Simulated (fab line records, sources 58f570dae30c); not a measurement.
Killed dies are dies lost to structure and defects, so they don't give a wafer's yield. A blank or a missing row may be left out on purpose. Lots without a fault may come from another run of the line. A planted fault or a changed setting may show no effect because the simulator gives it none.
Split-lot experiment | flow berkeley_cmos170 | 5 lots, 23 wafers read, on a route of 331 steps

THE SPLIT
At UCB170_PFIELD_IMPLANT_07, the setting energy_kev was moved away from the recipe's 80 on 8 of the 23 wafers read, by -2.0% to +2.4%. The other wafers ran this setting at the recipe's value.

The reading is taken at the split's own step.

THE READING
implant.drp_nm (the simulator's own value, which no gauge read), in nm, at UCB170_PFIELD_IMPLANT_07. The file gives no usual value for it.

wafer  | tool, chamber at the split | energy_kev as run | against the recipe | implant.drp_nm, nm | against lot-mates on the recipe
L074.1 | implanter-02, 0            | 80                | recipe             | 74.86              | -
L074.4 | implanter-02, 0            | 80                | recipe             | 74.86              | -
L074.3 | implanter-02, 0            | 81.47             | +1.8%              | 75.5               | +0.64
L074.5 | implanter-02, 0            | 81.47             | +1.8%              | 75.5               | +0.64
L074.6 | implanter-02, 0            | 81.47             | +1.8%              | 75.5               | +0.64
L077.1 | implanter-04, 0            | 80                | recipe             | 74.86              | -
L077.2 | implanter-04, 0            | 80                | recipe             | 74.86              | -
L077.6 | implanter-04, 0            | 80                | recipe             | 74.86              | -
L077.3 | implanter-04, 0            | 81.94             | +2.4%              | 75.71              | +0.85
L077.4 | implanter-04, 0            | 81.94             | +2.4%              | 75.71              | +0.85
L078.1 | implanter-04, 0            | 80                | recipe             | 74.86              | -
L078.5 | implanter-04, 0            | 80                | recipe             | 74.86              | -
L078.3 | implanter-04, 0            | 78.36             | -2.0%              | 74.11              | -0.75
L078.4 | implanter-04, 0            | 78.36             | -2.0%              | 74.11              | -0.75
L078.6 | implanter-04, 0            | 78.36             | -2.0%              | 74.11              | -0.75
L084.1 | implanter-03, 0            | 80                | recipe             | 74.86              | -
L084.2 | implanter-03, 0            | 80                | recipe             | 74.86              | -
L084.3 | implanter-03, 0            | 80                | recipe             | 74.86              | -
L084.4 | implanter-03, 0            | 80                | recipe             | 74.86              | -
L084.5 | implanter-03, 0            | 80                | recipe             | 74.86              | -
L085.1 | implanter-03, 0            | 80                | recipe             | 74.86              | -
L085.3 | implanter-03, 0            | 80                | recipe             | 74.86              | -
L085.4 | implanter-03, 0            | 80                | recipe             | 74.86              | -

THE FIT
A straight line over all 23 wafers: implant.drp_nm changes by +0.356 nm for each +1% of energy_kev; r = +1.00; the points scatter about the line by 0.0083 nm.
The same after taking each lot's own level away (the mean of its wafers on the recipe; 23 wafers): +0.356 nm for each +1%; r = +1.00; scatter 0.0083 nm.
On that fit, the largest move of energy_kev shifts the reading by 0.86 nm.
The lots' own levels span 74.860 to 74.860 nm.
So the lot-to-lot level changes the slope little: the two slopes agree.
Check: with one of the wafers moved furthest among these (+2.4%) left out of the fit, the line predicts +0.86 nm for it against its lot-mates. It came out at +0.85 nm against them.

OTHER SPLITS ON THESE WAFERS
These wafers also went through other splits before the reading. Each is held against what the fit with the lots' levels taken away leaves over:
other split on the same wafers         | wafers away from the commonest value | r with implant.drp_nm (lot level and that fit taken away)
UCB170_ZERO_STRIP_07 o2_flow_sccm      | 5                                    | +0.31
UCB170_PWELL_CVD_05 time_s             | 15                                   | -0.01
UCB170_PWELL_DEVELOP_12 dev_temp_c     | 11                                   | +0.05
UCB170_WELLDRIVE_OXIDATION_01 temp_c   | 10                                   | -0.20
UCB170_ACTIVE_CVD_05 sih2cl2_flow_sccm | 15                                   | -0.05

THE FILE'S OWN FIT
implant.drp_nm changes by +0.355 nm for each +1% of energy_kev, r = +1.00.
